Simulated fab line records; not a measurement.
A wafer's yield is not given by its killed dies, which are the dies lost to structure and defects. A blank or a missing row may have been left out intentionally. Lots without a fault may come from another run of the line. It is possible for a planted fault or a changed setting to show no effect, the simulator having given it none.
Matching of chambers / flow berkeley_cmos170 / 4 sister chambers for UCB170_GATE_ETCH_14 on rie_diel-03
The step etches BARC in N2/H2. 18 wafers are shown with their chamber, then 9 later ones without.

== EACH WAFER AND ITS CHAMBER ==
wafer=L075.3; chamber=0; drypump_motor_current_A (A)=6.3; throttle_valve_pct (%)=13.47; oes_product_au (a.u.)=0.959
wafer=L075.5; chamber=3; drypump_motor_current_A (A)=4.9; throttle_valve_pct (%)=13.22; oes_product_au (a.u.)=0.994
wafer=L075.6; chamber=0; drypump_motor_current_A (A)=6.3; throttle_valve_pct (%)=13.48; oes_product_au (a.u.)=0.948
wafer=L079.1; chamber=3; drypump_motor_current_A (A)=4.9; throttle_valve_pct (%)=13.22; oes_product_au (a.u.)=1.009
wafer=L079.5; chamber=2; drypump_motor_current_A (A)=6.6; throttle_valve_pct (%)=13.24; oes_product_au (a.u.)=1.019
wafer=L079.6; chamber=3; drypump_motor_current_A (A)=4.9; throttle_valve_pct (%)=13.23; oes_product_au (a.u.)=1.003
wafer=L081.2; chamber=1; drypump_motor_current_A (A)=5.0; throttle_valve_pct (%)=13.12; oes_product_au (a.u.)=0.952
wafer=L081.4; chamber=3; drypump_motor_current_A (A)=4.9; throttle_valve_pct (%)=13.22; oes_product_au (a.u.)=1.006
wafer=L081.5; chamber=2; drypump_motor_current_A (A)=6.6; throttle_valve_pct (%)=13.22; oes_product_au (a.u.)=1.021
wafer=L083.1; chamber=0; drypump_motor_current_A (A)=6.4; throttle_valve_pct (%)=13.51; oes_product_au (a.u.)=0.954
wafer=L083.5; chamber=2; drypump_motor_current_A (A)=6.6; throttle_valve_pct (%)=13.22; oes_product_au (a.u.)=1.026
wafer=L083.6; chamber=3; drypump_motor_current_A (A)=4.9; throttle_valve_pct (%)=13.21; oes_product_au (a.u.)=0.994
wafer=L087.3; chamber=2; drypump_motor_current_A (A)=6.6; throttle_valve_pct (%)=13.23; oes_product_au (a.u.)=1.032
wafer=L087.4; chamber=1; drypump_motor_current_A (A)=4.9; throttle_valve_pct (%)=13.12; oes_product_au (a.u.)=0.945
wafer=L087.6; chamber=2; drypump_motor_current_A (A)=6.6; throttle_valve_pct (%)=13.25; oes_product_au (a.u.)=1.029
wafer=L089.3; chamber=2; drypump_motor_current_A (A)=6.6; throttle_valve_pct (%)=13.24; oes_product_au (a.u.)=1.031
wafer=L089.4; chamber=1; drypump_motor_current_A (A)=4.9; throttle_valve_pct (%)=13.13; oes_product_au (a.u.)=0.960
wafer=L089.6; chamber=3; drypump_motor_current_A (A)=4.9; throttle_valve_pct (%)=13.21; oes_product_au (a.u.)=0.997

SIGNATURES, as means of the wafers listed above
reading=drypump_motor_current_A; chamber 0=6.333; chamber 1=4.933; chamber 2=6.600; chamber 3=4.900; scatter within a chamber=0.0309
reading=throttle_valve_pct; chamber 0=13.4867; chamber 1=13.1233; chamber 2=13.2333; chamber 3=13.2183; scatter within a chamber=0.0118
reading=oes_product_au; chamber 0=0.95367; chamber 1=0.95233; chamber 2=1.02633; chamber 3=1.00050; scatter within a chamber=0.00611
Rule: for each reading, subtract the chamber's mean from the wafer's reading, divide by that reading's scatter and square the result; add these up over the readings and take the root, which gives the wafer's distance from the chamber. If the next closest chamber is less than 2 further off than the closest, the wafer can't be placed; otherwise it belongs to the closest. How the scatter is found: for the shown wafers, subtract from each reading the mean of its chamber, square and add these, divide the total by (wafers less chambers), then take the root.

== WAFERS WITHOUT THEIR CHAMBER ==
wafer=L091.3; drypump_motor_current_A (A)=5.0; throttle_valve_pct (%)=13.12; oes_product_au (a.u.)=0.944
wafer=L091.4; drypump_motor_current_A (A)=6.6; throttle_valve_pct (%)=13.25; oes_product_au (a.u.)=1.020
wafer=L091.5; drypump_motor_current_A (A)=4.9; throttle_valve_pct (%)=13.23; oes_product_au (a.u.)=0.998
wafer=L093.1; drypump_motor_current_A (A)=6.3; throttle_valve_pct (%)=13.48; oes_product_au (a.u.)=0.948
wafer=L093.3; drypump_motor_current_A (A)=6.6; throttle_valve_pct (%)=13.23; oes_product_au (a.u.)=1.022
wafer=L093.5; drypump_motor_current_A (A)=6.6; throttle_valve_pct (%)=13.23; oes_product_au (a.u.)=1.028
wafer=L095.1; drypump_motor_current_A (A)=6.6; throttle_valve_pct (%)=13.22; oes_product_au (a.u.)=1.033
wafer=L095.5; drypump_motor_current_A (A)=4.9; throttle_valve_pct (%)=13.22; oes_product_au (a.u.)=0.997
wafer=L095.6; drypump_motor_current_A (A)=6.6; throttle_valve_pct (%)=13.25; oes_product_au (a.u.)=1.026

== THE CHAMBER EACH PASSED THROUGH ==
wafer=L091.3; from the rows above=1; in truth=1
wafer=L091.4; from the rows above=2; in truth=2
wafer=L091.5; from the rows above=3; in truth=3
wafer=L093.1; from the rows above=0; in truth=0
wafer=L093.3; from the rows above=2; in truth=2
wafer=L093.5; from the rows above=2; in truth=2
wafer=L095.1; from the rows above=2; in truth=2
wafer=L095.5; from the rows above=3; in truth=3
wafer=L095.6; from the rows above=2; in truth=2
9 of 9 placed correctly. Can't be placed from these rows: 0. Wrongly placed: 0.
